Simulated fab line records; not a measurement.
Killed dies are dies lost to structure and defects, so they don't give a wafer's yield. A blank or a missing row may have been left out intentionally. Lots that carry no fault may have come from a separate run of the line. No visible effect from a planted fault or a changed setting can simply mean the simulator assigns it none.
What tool caused it? :: flow rit cmos :: Sampling: 14 lots, 42 wafers, 5 of 202 route steps

## WHAT EACH GAUGE READ, for each wafer
RIT_PSD_OVL_MEAS_06.
lot: L760
measured: day 3 06:13
on: overlay-01
PSD_OVL (nm): 0.1 0.5 0.6

lot: L761
measured: day 3 06:20
on: overlay-02
PSD_OVL (nm): 1.9 -0.1 0.0

lot: L762
measured: day 3 10:40
on: overlay-01
PSD_OVL (nm): 1.3 0.7 0.5

lot: L763
measured: day 3 14:56
on: overlay-02
PSD_OVL (nm): -0.7 0.5 -2.8

lot: L764
measured: day 3 21:28
on: overlay-01
PSD_OVL (nm): -0.8 -0.5 1.6

lot: L765
measured: day 4 01:58
on: overlay-02
PSD_OVL (nm): 0.2 -0.4 0.8

lot: L766
measured: day 4 06:40
on: overlay-01
PSD_OVL (nm): -0.9 -2.8 -0.7

lot: L768
measured: day 4 17:03
on: overlay-02
PSD_OVL (nm): -0.3 -1.1 -1.3

lot: L771
measured: day 5 07:23
on: overlay-02
PSD_OVL (nm): 0.2 -1.1 -1.3

lot: L774
measured: day 5 22:58
on: overlay-02
PSD_OVL (nm): 1.3 -0.8 -2.4

lot: L778
measured: day 6 18:03
on: overlay-02
PSD_OVL (nm): 0.1 -1.7 -1.7

lot: L780
measured: day 7 04:44
on: overlay-02
PSD_OVL (nm): 0.0 -2.0 -0.4

lot: L781
measured: day 7 08:46
on: overlay-02
PSD_OVL (nm): -0.6 0.7 -1.1

lot: L783
measured: day 7 19:40
on: overlay-02
PSD_OVL (nm): 1.2 1.1 0.5

RIT_M1_CD_MEAS_90: target cd 2600 nm.
lot: L760
measured: day 3 13:19
on: cd sem-02
cd nm (nm): 2602.0 2599.6 2602.8

lot: L761
measured: day 3 13:38
on: cd sem-01
cd nm (nm): 2598.1 2599.5 2599.6

lot: L762
measured: day 3 17:14
on: cd sem-01
cd nm (nm): 2603.5 2599.3 2604.5

lot: L763
measured: day 3 21:32
on: cd sem-02
cd nm (nm): 2603.0 2603.8 2602.9

lot: L764
measured: day 4 04:14
on: cd sem-01
cd nm (nm): 2602.3 2599.5 2601.3

lot: L765
measured: day 4 08:56
on: cd sem-01
cd nm (nm): 2599.8 2597.8 2599.0

lot: L766
measured: day 4 13:38
on: cd sem-02
cd nm (nm): 2600.4 2604.7 2603.7

lot: L768
measured: day 4 23:49
on: cd sem-01
cd nm (nm): 2603.3 2602.4 2596.1

lot: L771
measured: day 5 14:09
on: cd sem-01
cd nm (nm): 2598.2 2598.8 2570.7

lot: L774
measured: day 6 05:53
on: cd sem-01
cd nm (nm): 2572.1 2573.1 2574.6

lot: L778
measured: day 7 00:52
on: cd sem-02
cd nm (nm): 2599.0 2600.1 2602.7

lot: L780
measured: day 7 11:37
on: cd sem-02
cd nm (nm): 2601.3 2601.0 2599.4

lot: L781
measured: day 7 15:44
on: cd sem-01
cd nm (nm): 2604.6 2603.5 2603.0

lot: L783
measured: day 8 02:20
on: cd sem-02
cd nm (nm): 2601.8 2600.4 2604.1

## WHICH TOOL RAN EACH LOT (tool, then ch and the chambers of the sampled wafers, then the start)
lot: L760
RIT_NSD_STRIP_09: plasma asher-01 ch 0,1, day 3 05:08
RIT_CONTACT_CVD_00: pecvd-04 ch 1,2, day 3 08:24
RIT_M1_METAL_ETCH_12: rie metal-02 ch 0,1, day 3 12:47

lot: L761
RIT_NSD_STRIP_09: plasma asher-02 ch 0,1, day 3 05:15
RIT_CONTACT_CVD_00: pecvd-01 ch 1,2, day 3 08:44
RIT_M1_METAL_ETCH_12: rie metal-01 ch 0,1, day 3 13:05

lot: L762
RIT_NSD_STRIP_09: plasma asher-01 ch 0,1, day 3 09:35
RIT_CONTACT_CVD_00: pecvd-02 ch 0,1,2, day 3 12:42
RIT_M1_METAL_ETCH_12: rie metal-03 ch 0,1, day 3 16:43

lot: L763
RIT_NSD_STRIP_09: plasma asher-01 ch 0,1, day 3 13:50
RIT_CONTACT_CVD_00: pecvd-04 ch 1, day 3 16:58
RIT_M1_METAL_ETCH_12: rie metal-02 ch 0,1, day 3 21:00

lot: L764
RIT_NSD_STRIP_09: plasma asher-01 ch 0,1, day 3 20:15
RIT_CONTACT_CVD_00: pecvd-01 ch 0,1,2, day 3 23:33
RIT_M1_METAL_ETCH_12: rie metal-01 ch 0,1, day 4 03:41

lot: L765
RIT_NSD_STRIP_09: plasma asher-02 ch 0, day 4 00:45
RIT_CONTACT_CVD_00: pecvd-02 ch 0,2, day 4 03:59
RIT_M1_METAL_ETCH_12: rie metal-03 ch 0, day 4 08:26

lot: L766
RIT_NSD_STRIP_09: plasma asher-01 ch 0,1, day 4 05:35
RIT_CONTACT_CVD_00: pecvd-04 ch 0,1, day 4 08:50
RIT_M1_METAL_ETCH_12: rie metal-02 ch 1, day 4 13:05

lot: L768
RIT_NSD_STRIP_09: plasma asher-02 ch 0,1, day 4 15:58
RIT_CONTACT_CVD_00: pecvd-02 ch 1,2, day 4 19:02
RIT_M1_METAL_ETCH_12: rie metal-03 ch 0,1, day 4 23:17

lot: L771
RIT_NSD_STRIP_09: plasma asher-02 ch 0,1, day 5 06:20
RIT_CONTACT_CVD_00: pecvd-02 ch 0,1,2, day 5 09:28
RIT_M1_METAL_ETCH_12: rie metal-03 ch 0,1, day 5 13:39

lot: L774
RIT_NSD_STRIP_09: plasma asher-01 ch 1, day 5 21:48
RIT_CONTACT_CVD_00: pecvd-02 ch 0,1,2, day 6 00:58
RIT_M1_METAL_ETCH_12: rie metal-03 ch 0, day 6 05:12

lot: L778
RIT_NSD_STRIP_09: plasma asher-02 ch 0,1, day 6 16:58
RIT_CONTACT_CVD_00: pecvd-04 ch 1,2, day 6 20:02
RIT_M1_METAL_ETCH_12: rie metal-01 ch 0,1, day 7 00:20

lot: L780
RIT_NSD_STRIP_09: plasma asher-04 ch 0,1, day 7 03:38
RIT_CONTACT_CVD_00: pecvd-02 ch 0,1,2, day 7 06:58
RIT_M1_METAL_ETCH_12: rie metal-01 ch 0,1, day 7 11:05

lot: L781
RIT_NSD_STRIP_09: plasma asher-02 ch 0,1, day 7 07:33
RIT_CONTACT_CVD_00: pecvd-04 ch 0,1,2, day 7 10:46
RIT_M1_METAL_ETCH_12: rie metal-02 ch 0,1, day 7 15:11

lot: L783
RIT_NSD_STRIP_09: plasma asher-04 ch 0,1, day 7 18:27
RIT_CONTACT_CVD_00: pecvd-02 ch 0,1,2, day 7 21:39
RIT_M1_METAL_ETCH_12: rie metal-01 ch 0,1, day 8 01:49
- RIT_NSD_STRIP_09: strips in O2, time 180 s.
- RIT_CONTACT_CVD_00: deposits SiO2 from TEOS, target thk 400 nm, time 61 s.
- RIT_M1_METAL_ETCH_12: etches Al in Cl2/BCl3, stops on SiO2, time 165 s, target depth 600 nm.

## WHAT THE TOOLS THEMSELVES READ (means of the sampled wafers that have a number; where no wafer has one, the mark that the record gives instead)
RIT_NSD_STRIP_09.
lot: L760
tool: plasma asher-01
drypump motor current A (A): 6.0

lot: L761
tool: plasma asher-02
drypump motor current A (A): 5.9

lot: L762
tool: plasma asher-01
drypump motor current A (A): 5.7

lot: L763
tool: plasma asher-01
drypump motor current A (A): 5.7

lot: L764
tool: plasma asher-01
drypump motor current A (A): 5.8

lot: L765
tool: plasma asher-02
drypump motor current A (A): 6.1

lot: L766
tool: plasma asher-01
drypump motor current A (A): 6.0

lot: L768
tool: plasma asher-02
drypump motor current A (A): 5.7

lot: L771
tool: plasma asher-02
drypump motor current A (A): 5.7

lot: L774
tool: plasma asher-01
drypump motor current A (A): 6.2

lot: L778
tool: plasma asher-02
drypump motor current A (A): 5.7

lot: L780
tool: plasma asher-04
drypump motor current A (A): 5.3

lot: L781
tool: plasma asher-02
drypump motor current A (A): 5.9

lot: L783
tool: plasma asher-04
drypump motor current A (A): 5.3

RIT_CONTACT_CVD_00.
lot: L760
tool: pecvd-04
heater power w (W): 391

lot: L761
tool: pecvd-01
heater power w (W): 300

lot: L762
tool: pecvd-02
heater power w (W): 339

lot: L763
tool: pecvd-04
heater power w (W): 338

lot: L764
tool: pecvd-01
heater power w (W): 332

lot: L765
tool: pecvd-02
heater power w (W): 315

lot: L766
tool: pecvd-04
heater power w (W): 308

lot: L768
tool: pecvd-02
heater power w (W): 358

lot: L771
tool: pecvd-02
heater power w (W): 322

lot: L774
tool: pecvd-02
heater power w (W): 365

lot: L778
tool: pecvd-04
heater power w (W): 396

lot: L780
tool: pecvd-02
heater power w (W): 314

lot: L781
tool: pecvd-04
heater power w (W): 351

lot: L783
tool: pecvd-02
heater power w (W): 343

RIT_M1_METAL_ETCH_12.
lot: L760
tool: rie metal-02
drypump motor current A (A): 6.4
oes product au (a.u.): 0.774
rf fwd power W (W): 248.2
throttle valve pct (%): 8.34

lot: L761
tool: rie metal-01
drypump motor current A (A): 6.2
oes product au (a.u.): 0.765
rf fwd power W (W): 248.6
throttle valve pct (%): 8.26

lot: L762
tool: rie metal-03
drypump motor current A (A): 5.7
oes product au (a.u.): 0.772
rf fwd power W (W): 249.3
throttle valve pct (%): 8.26

lot: L763
tool: rie metal-02
drypump motor current A (A): 6.0
oes product au (a.u.): 0.775
rf fwd power W (W): 249.8
throttle valve pct (%): 8.30

lot: L764
tool: rie metal-01
drypump motor current A (A): 5.7
oes product au (a.u.): 0.770
rf fwd power W (W): 248.7
throttle valve pct (%): 8.33

lot: L765
tool: rie metal-03
drypump motor current A (A): 5.9
oes product au (a.u.): 0.778
rf fwd power W (W): 248.4
throttle valve pct (%): 8.33

lot: L766
tool: rie metal-02
drypump motor current A (A): 6.7
oes product au (a.u.): 0.770
rf fwd power W (W): 248.9
throttle valve pct (%): 8.39

lot: L768
tool: rie metal-03
drypump motor current A (A): 5.7
oes product au (a.u.): 0.769
rf fwd power W (W): 248.9
throttle valve pct (%): 8.26

lot: L771
tool: rie metal-03
drypump motor current A (A): 5.7
oes product au (a.u.): 0.780
rf fwd power W (W): 281.9
throttle valve pct (%): 8.25

lot: L774
tool: rie metal-03
drypump motor current A (A): 5.9
oes product au (a.u.): 0.782
rf fwd power W (W): 349.3
throttle valve pct (%): 8.32

lot: L778
tool: rie metal-01
drypump motor current A (A): 6.2
oes product au (a.u.): 0.784
rf fwd power W (W): 249.1
throttle valve pct (%): 8.27

lot: L780
tool: rie metal-01
drypump motor current A (A): 5.7
oes product au (a.u.): 0.772
rf fwd power W (W): 248.4
throttle valve pct (%): 8.33

lot: L781
tool: rie metal-02
drypump motor current A (A): 6.0
oes product au (a.u.): 0.786
rf fwd power W (W): 249.4
throttle valve pct (%): 8.31

lot: L783
tool: rie metal-01
drypump motor current A (A): 5.7
oes product au (a.u.): 0.775
rf fwd power W (W): 248.7
throttle valve pct (%): 8.33

## THE ANSWER, worked out from the rows above alone
Rule: the usual values come from the lots themselves. Put in order of their means at a reading, lots are off if they are a third of the lots or fewer, leave a main group of 4 or more, and stand apart from it by a gap of 3 or more times the standard deviation of the main group's means; of several such gaps the widest counts. A main group is skipped when, at the precision printed for the reading in the tables above, its means are all equal. A lot without any number at a reading at which 4 lots or more have one is off too. Any other lot the step has rows for is counted as sound. First the gauges in route order, then the tools' own readings, where a lot's mean is used as printed above. The first step at which some lot is off is used, and at that step the reading that is off furthest; a lot without a number counts as furthest.
Off, at RIT_M1_CD_MEAS_90 on cd nm: L771, L774. Main group: mean 2601.4 nm, sd 1.5.
If a tool, at a process step before that reading, ran all the lots that are off and no sound lot after the first of them, it fits. Not tried: the gauges at RIT_M1_CD_MEAS_90; whatever is off there is also off at RIT_M1_METAL_ETCH_12, on other tools, and gauge error can't account for it. One fits: RIT_M1_METAL_ETCH_12 on rie metal-03. A fault onset in the window from L768 (day 4 23:17, its last sound lot) to L771 (day 5 13:39, its first lot off) fits.
The tool's own readings at RIT_M1_METAL_ETCH_12 bear it out: on the lots that are off they differ by more than 5 times the standard deviation of the sound lots' means. rf fwd power W reads 315.6 W there against 248.9 W on the sound lots.

## WHAT THE SIMULATOR HAD INSERTED
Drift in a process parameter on rie metal-03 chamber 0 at RIT_M1_METAL_ETCH_12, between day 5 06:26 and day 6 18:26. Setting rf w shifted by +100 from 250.
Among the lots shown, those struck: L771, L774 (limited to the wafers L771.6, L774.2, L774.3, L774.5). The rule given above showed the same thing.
